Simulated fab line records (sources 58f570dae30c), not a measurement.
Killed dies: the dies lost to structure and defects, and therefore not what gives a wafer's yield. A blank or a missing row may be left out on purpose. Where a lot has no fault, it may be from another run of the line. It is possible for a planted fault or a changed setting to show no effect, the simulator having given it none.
Which tool was responsible? || flow berkeley-cmos170 || 14 lots, 42 wafers sampled, at 6 steps of a route of 331

## WHAT THE GAUGES READ, wafer by wafer
UCB170_PFIELD_TW_MEAS_09.
{"lot": "L813", "measured": "day 5 04:08", "on": "film-metro-04", "PFIELD_TW": "612 614 615"}
{"lot": "L812", "measured": "day 5 04:26", "on": "film-metro-02", "PFIELD_TW": "600 606 602"}
{"lot": "L814", "measured": "day 5 08:37", "on": "film-metro-03", "PFIELD_TW": "601 595 596"}
{"lot": "L815", "measured": "day 5 09:01", "on": "film-metro-02", "PFIELD_TW": "602 603 602"}
{"lot": "L816", "measured": "day 5 18:55", "on": "film-metro-04", "PFIELD_TW": "612 612 613"}
{"lot": "L818", "measured": "day 6 05:25", "on": "film-metro-02", "PFIELD_TW": "604 604 600"}
{"lot": "L819", "measured": "day 6 21:58", "on": "film-metro-02", "PFIELD_TW": "602 605 605"}
{"lot": "L824", "measured": "day 7 07:07", "on": "film-metro-03", "PFIELD_TW": "603 597 603"}
{"lot": "L825", "measured": "day 8 03:56", "on": "film-metro-04", "PFIELD_TW": "614 612 614"}
{"lot": "L827", "measured": "day 8 07:04", "on": "film-metro-03", "PFIELD_TW": "595 594 596"}
{"lot": "L828", "measured": "day 8 07:05", "on": "film-metro-02", "PFIELD_TW": "604 605 605"}
{"lot": "L832", "measured": "day 9 05:25", "on": "film-metro-03", "PFIELD_TW": "594 595 594"}
{"lot": "L831", "measured": "day 9 11:04", "on": "film-metro-03", "PFIELD_TW": "596 592 597"}
{"lot": "L835", "measured": "day 9 17:30", "on": "film-metro-03", "PFIELD_TW": "596 594 598"}

UCB170_NVT_OVL_MEAS_06.
{"lot": "L813", "measured": "day 6 20:56", "on": "overlay-02", "NVT_OVL (nm)": "8 11 5"}
{"lot": "L812", "measured": "day 6 20:36", "on": "overlay-01", "NVT_OVL (nm)": "3 2 6"}
{"lot": "L814", "measured": "day 6 21:13", "on": "overlay-02", "NVT_OVL (nm)": "-5 -5 -8"}
{"lot": "L815", "measured": "day 6 22:03", "on": "overlay-01", "NVT_OVL (nm)": "14 3 7"}
{"lot": "L816", "measured": "day 7 08:59", "on": "overlay-01", "NVT_OVL (nm)": "0 2 4"}
{"lot": "L818", "measured": "day 7 21:01", "on": "overlay-01", "NVT_OVL (nm)": "-5 -11 -11"}
{"lot": "L819", "measured": "day 8 07:31", "on": "overlay-02", "NVT_OVL (nm)": "-1 -1 -9"}
{"lot": "L824", "measured": "day 8 13:07", "on": "overlay-01", "NVT_OVL (nm)": "-5 -17 -9"}
{"lot": "L825", "measured": "day 9 12:09", "on": "overlay-02", "NVT_OVL (nm)": "2 7 -1"}
{"lot": "L827", "measured": "day 9 17:18", "on": "overlay-01", "NVT_OVL (nm)": "1 1 5"}
{"lot": "L828", "measured": "day 9 17:05", "on": "overlay-01", "NVT_OVL (nm)": "-17 -14 -11"}
{"lot": "L832", "measured": "day 10 14:43", "on": "overlay-02", "NVT_OVL (nm)": "2 -4 -1"}
{"lot": "L831", "measured": "day 10 21:19", "on": "overlay-02", "NVT_OVL (nm)": "-12 2 -7"}
{"lot": "L835", "measured": "day 11 06:34", "on": "overlay-02", "NVT_OVL (nm)": "-5 -6 -4"}

UCB170_NLDD_TW_MEAS_11.
{"lot": "L813", "measured": "day 7 21:18", "on": "film-metro-03", "NLDD_TW": "2208 2203 2204"}
{"lot": "L812", "measured": "day 7 22:39", "on": "film-metro-01", "NLDD_TW": "2236 2236 2233"}
{"lot": "L814", "measured": "day 7 20:45", "on": "film-metro-01", "NLDD_TW": "2243 2242 2239"}
{"lot": "L815", "measured": "day 7 23:05", "on": "film-metro-04", "NLDD_TW": "2247 2250 2245"}
{"lot": "L816", "measured": "day 8 03:58", "on": "film-metro-01", "NLDD_TW": "2248 2253 2244"}
{"lot": "L818", "measured": "day 8 21:38", "on": "film-metro-01", "NLDD_TW": "2254 2247 2253"}
{"lot": "L819", "measured": "day 9 04:14", "on": "film-metro-01", "NLDD_TW": "2260 2254 2255"}
{"lot": "L824", "measured": "day 9 12:23", "on": "film-metro-01", "NLDD_TW": "2257 2233 2252"}
{"lot": "L825", "measured": "day 10 11:30", "on": "film-metro-04", "NLDD_TW": "2240 2248 2244"}
{"lot": "L827", "measured": "day 10 12:39", "on": "film-metro-03", "NLDD_TW": "2293 2318 2314"}
{"lot": "L828", "measured": "day 10 12:01", "on": "film-metro-01", "NLDD_TW": "2369 2360 2384"}
{"lot": "L832", "measured": "day 11 14:16", "on": "film-metro-01", "NLDD_TW": "2264 2261 2260"}
{"lot": "L831", "measured": "day 11 17:43", "on": "film-metro-04", "NLDD_TW": "2239 2242 2243"}
{"lot": "L835", "measured": "day 12 00:44", "on": "film-metro-01", "NLDD_TW": "2247 2256 2250"}

UCB170_SDANNEAL_RS_MEAS_05: the measuring method here is four-point-probe.
{"lot": "L813", "measured": "day 8 08:23", "on": "film-metro-04", "NLDD_RS (ohm/sq)": "612.9 613.1 613.2"}
{"lot": "L812", "measured": "day 8 08:40", "on": "film-metro-03", "NLDD_RS (ohm/sq)": "617.4 616.7 616.9"}
{"lot": "L814", "measured": "day 8 08:23", "on": "film-metro-01", "NLDD_RS (ohm/sq)": "618.1 616.2 617.4"}
{"lot": "L815", "measured": "day 8 08:58", "on": "film-metro-01", "NLDD_RS (ohm/sq)": "614.7 616.2 616.5"}
{"lot": "L816", "measured": "day 8 13:32", "on": "film-metro-01", "NLDD_RS (ohm/sq)": "613.7 616.7 614.3"}
{"lot": "L818", "measured": "day 9 08:19", "on": "film-metro-03", "NLDD_RS (ohm/sq)": "618.3 617.0 617.9"}
{"lot": "L819", "measured": "day 9 14:35", "on": "film-metro-03", "NLDD_RS (ohm/sq)": "617.4 615.0 616.4"}
{"lot": "L824", "measured": "day 9 23:41", "on": "film-metro-03", "NLDD_RS (ohm/sq)": "616.2 616.6 615.6"}
{"lot": "L825", "measured": "day 10 23:47", "on": "film-metro-01", "NLDD_RS (ohm/sq)": "614.4 613.5 612.7"}
{"lot": "L827", "measured": "day 10 23:29", "on": "film-metro-03", "NLDD_RS (ohm/sq)": "537.4 537.4 537.4"}
{"lot": "L828", "measured": "day 10 23:19", "on": "film-metro-01", "NLDD_RS (ohm/sq)": "534.4 535.4 534.6"}
{"lot": "L832", "measured": "day 12 01:24", "on": "film-metro-01", "NLDD_RS (ohm/sq)": "615.9 613.4 613.9"}
{"lot": "L831", "measured": "day 12 08:41", "on": "film-metro-01", "NLDD_RS (ohm/sq)": "616.9 615.9 616.2"}
{"lot": "L835", "measured": "day 12 08:26", "on": "film-metro-04", "NLDD_RS (ohm/sq)": "617.4 616.6 618.4"}

## WHAT TOOL EACH LOT RAN ON (gives the tool, then ch and the chambers of the sampled wafers, and finally the start)
{"lot": "L813", "UCB170_PFIELD_STRIP_08": "plasma-asher-01 ch 0,1, day 5 04:02", "UCB170_NLDD_IMPLANT_08": "implanter-04 ch 0, day 7 20:54"}
{"lot": "L812", "UCB170_PFIELD_STRIP_08": "plasma-asher-03 ch 0,1, day 5 04:20", "UCB170_NLDD_IMPLANT_08": "implanter-03 ch 0, day 7 22:16"}
{"lot": "L814", "UCB170_PFIELD_STRIP_08": "plasma-asher-04 ch 0,1, day 5 08:31", "UCB170_NLDD_IMPLANT_08": "implanter-03 ch 0, day 7 20:21"}
{"lot": "L815", "UCB170_PFIELD_STRIP_08": "plasma-asher-01 ch 0,1, day 5 08:56", "UCB170_NLDD_IMPLANT_08": "implanter-01 ch 0, day 7 22:43"}
{"lot": "L816", "UCB170_PFIELD_STRIP_08": "plasma-asher-04 ch 1, day 5 18:48", "UCB170_NLDD_IMPLANT_08": "implanter-03 ch 0, day 8 03:34"}
{"lot": "L818", "UCB170_PFIELD_STRIP_08": "plasma-asher-01 ch 0,1, day 6 05:19", "UCB170_NLDD_IMPLANT_08": "implanter-01 ch 0, day 8 21:14"}
{"lot": "L819", "UCB170_PFIELD_STRIP_08": "plasma-asher-03 ch 0,1, day 6 21:53", "UCB170_NLDD_IMPLANT_08": "implanter-01 ch 0, day 9 03:52"}
{"lot": "L824", "UCB170_PFIELD_STRIP_08": "plasma-asher-04 ch 0,1, day 7 07:00", "UCB170_NLDD_IMPLANT_08": "implanter-03 ch 0, day 9 11:59"}
{"lot": "L825", "UCB170_PFIELD_STRIP_08": "plasma-asher-01 ch 0,1, day 8 03:50", "UCB170_NLDD_IMPLANT_08": "implanter-04 ch 0, day 10 11:07"}
{"lot": "L827", "UCB170_PFIELD_STRIP_08": "plasma-asher-01 ch 0,1, day 8 06:58", "UCB170_NLDD_IMPLANT_08": "implanter-01 ch 0, day 10 12:15"}
{"lot": "L828", "UCB170_PFIELD_STRIP_08": "plasma-asher-03 ch 0,1, day 8 06:59", "UCB170_NLDD_IMPLANT_08": "implanter-01 ch 0, day 10 11:39"}
{"lot": "L832", "UCB170_PFIELD_STRIP_08": "plasma-asher-01 ch 0,1, day 9 05:19", "UCB170_NLDD_IMPLANT_08": "implanter-03 ch 0, day 11 13:54"}
{"lot": "L831", "UCB170_PFIELD_STRIP_08": "plasma-asher-01 ch 0,1, day 9 10:58", "UCB170_NLDD_IMPLANT_08": "implanter-04 ch 0, day 11 17:21"}
{"lot": "L835", "UCB170_PFIELD_STRIP_08": "plasma-asher-01 ch 0,1, day 9 17:24", "UCB170_NLDD_IMPLANT_08": "implanter-03 ch 0, day 12 00:20"}
- UCB170_PFIELD_STRIP_08: strips in O2.
- UCB170_NLDD_IMPLANT_08

## AS READ BY THE TOOLS THEMSELVES (means over the sampled wafers that have a number; for cases with no such wafer, the mark the record gives instead)
UCB170_PFIELD_STRIP_08.
{"lot": "L813", "tool": "plasma-asher-01", "drypump-motor-current-A (A)": 5.6, "oes-product-au (a.u.)": 0.738, "strip-time-to-endpoint-s (s)": 21.55}
{"lot": "L812", "tool": "plasma-asher-03", "drypump-motor-current-A (A)": 6.0, "oes-product-au (a.u.)": 0.733, "strip-time-to-endpoint-s (s)": 21.71}
{"lot": "L814", "tool": "plasma-asher-04", "drypump-motor-current-A (A)": 5.1, "oes-product-au (a.u.)": 0.735, "strip-time-to-endpoint-s (s)": 21.57}
{"lot": "L815", "tool": "plasma-asher-01", "drypump-motor-current-A (A)": 6.0, "oes-product-au (a.u.)": 0.736, "strip-time-to-endpoint-s (s)": 21.61}
{"lot": "L816", "tool": "plasma-asher-04", "drypump-motor-current-A (A)": 5.4, "oes-product-au (a.u.)": 0.732, "strip-time-to-endpoint-s (s)": 21.61}
{"lot": "L818", "tool": "plasma-asher-01", "drypump-motor-current-A (A)": 6.0, "oes-product-au (a.u.)": 0.735, "strip-time-to-endpoint-s (s)": 21.52}
{"lot": "L819", "tool": "plasma-asher-03", "drypump-motor-current-A (A)": 5.5, "oes-product-au (a.u.)": 0.736, "strip-time-to-endpoint-s (s)": 21.61}
{"lot": "L824", "tool": "plasma-asher-04", "drypump-motor-current-A (A)": 5.3, "oes-product-au (a.u.)": 0.734, "strip-time-to-endpoint-s (s)": 21.64}
{"lot": "L825", "tool": "plasma-asher-01", "drypump-motor-current-A (A)": 6.0, "oes-product-au (a.u.)": 0.735, "strip-time-to-endpoint-s (s)": 21.56}
{"lot": "L827", "tool": "plasma-asher-01", "drypump-motor-current-A (A)": 5.6, "oes-product-au (a.u.)": 0.737, "strip-time-to-endpoint-s (s)": 21.69}
{"lot": "L828", "tool": "plasma-asher-03", "drypump-motor-current-A (A)": 6.0, "oes-product-au (a.u.)": 0.734, "strip-time-to-endpoint-s (s)": 21.65}
{"lot": "L832", "tool": "plasma-asher-01", "drypump-motor-current-A (A)": 6.0, "oes-product-au (a.u.)": 0.740, "strip-time-to-endpoint-s (s)": 21.56}
{"lot": "L831", "tool": "plasma-asher-01", "drypump-motor-current-A (A)": 5.6, "oes-product-au (a.u.)": 0.730, "strip-time-to-endpoint-s (s)": 21.75}
{"lot": "L835", "tool": "plasma-asher-01", "drypump-motor-current-A (A)": 6.0, "oes-product-au (a.u.)": 0.735, "strip-time-to-endpoint-s (s)": 21.70}

UCB170_NLDD_IMPLANT_08.
{"lot": "L813", "tool": "implanter-04", "dose-ions-cm2": 5e+13, "faraday-current-uA": 159}
{"lot": "L812", "tool": "implanter-03", "dose-ions-cm2": 5e+13, "faraday-current-uA": 160}
{"lot": "L814", "tool": "implanter-03", "dose-ions-cm2": 5e+13, "faraday-current-uA": 157}
{"lot": "L815", "tool": "implanter-01", "dose-ions-cm2": 5e+13, "faraday-current-uA": 158}
{"lot": "L816", "tool": "implanter-03", "dose-ions-cm2": 5e+13, "faraday-current-uA": 158}
{"lot": "L818", "tool": "implanter-01", "dose-ions-cm2": 5e+13, "faraday-current-uA": 158}
{"lot": "L819", "tool": "implanter-01", "dose-ions-cm2": 5e+13, "faraday-current-uA": 160}
{"lot": "L824", "tool": "implanter-03", "dose-ions-cm2": 5e+13, "faraday-current-uA": 162}
{"lot": "L825", "tool": "implanter-04", "dose-ions-cm2": 5e+13, "faraday-current-uA": 159}
{"lot": "L827", "tool": "implanter-01", "dose-ions-cm2": 7e+13, "faraday-current-uA": 228}
{"lot": "L828", "tool": "implanter-01", "dose-ions-cm2": 7e+13, "faraday-current-uA": 223}
{"lot": "L832", "tool": "implanter-03", "dose-ions-cm2": 5e+13, "faraday-current-uA": 160}
{"lot": "L831", "tool": "implanter-04", "dose-ions-cm2": 5e+13, "faraday-current-uA": 159}
{"lot": "L835", "tool": "implanter-03", "dose-ions-cm2": 5e+13, "faraday-current-uA": 159}

## THE ANSWER, worked out from the rows above alone
Rule: the lots themselves supply what counts as usual. Put in order of their means at a reading, lots are off if they are a third of the lots or fewer, leave a main group of 4 or more, and stand apart from it by a gap of 3 or more times the standard deviation of the main group's means; of several such gaps the widest counts. A main group is skipped when, at the precision printed for the reading in the tables above, its means are all equal. A lot without any number at a reading at which 4 lots or more have one is off too. Any other lot the step has rows for is counted as sound. The gauges are gone through in route order, then the tools' own readings, and for those a lot's mean is taken as printed above. The first step at which some lot is off is used, and at that step the reading that is off furthest; a lot without a number counts as furthest.
Off: L827, L828, seen at UCB170_NLDD_TW_MEAS_11 (NLDD_TW). Main group: mean 2244, sd 14.
A tool fits if, at a process step before that reading, it ran every lot that is off, and no sound lot after the first of them. Not tried: the gauges at UCB170_NLDD_TW_MEAS_11; whatever is off there is also off at UCB170_NLDD_IMPLANT_08, on other tools, and gauge error can't account for it. One fits: UCB170_NLDD_IMPLANT_08 on implanter-01. Its last sound lot is L819 (day 9 03:52), its first lot that is off L828 (day 10 11:39): a fault that began between those two fits.
The tool's own readings at UCB170_NLDD_IMPLANT_08 bear it out: on the lots that are off they differ by more than 5 times the standard deviation of the sound lots' means. dose-ions-cm2 reads 7e+13 there against 5e+13 on the sound lots; faraday-current-uA reads 226 there against 159 on the sound lots.

## WHAT THE SIMULATOR HAD PUT IN
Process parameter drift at UCB170_NLDD_IMPLANT_08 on implanter-01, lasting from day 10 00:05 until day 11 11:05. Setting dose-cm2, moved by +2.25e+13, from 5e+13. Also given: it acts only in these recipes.
Lots struck among those shown: L827, L828. Same finding as the rule above.
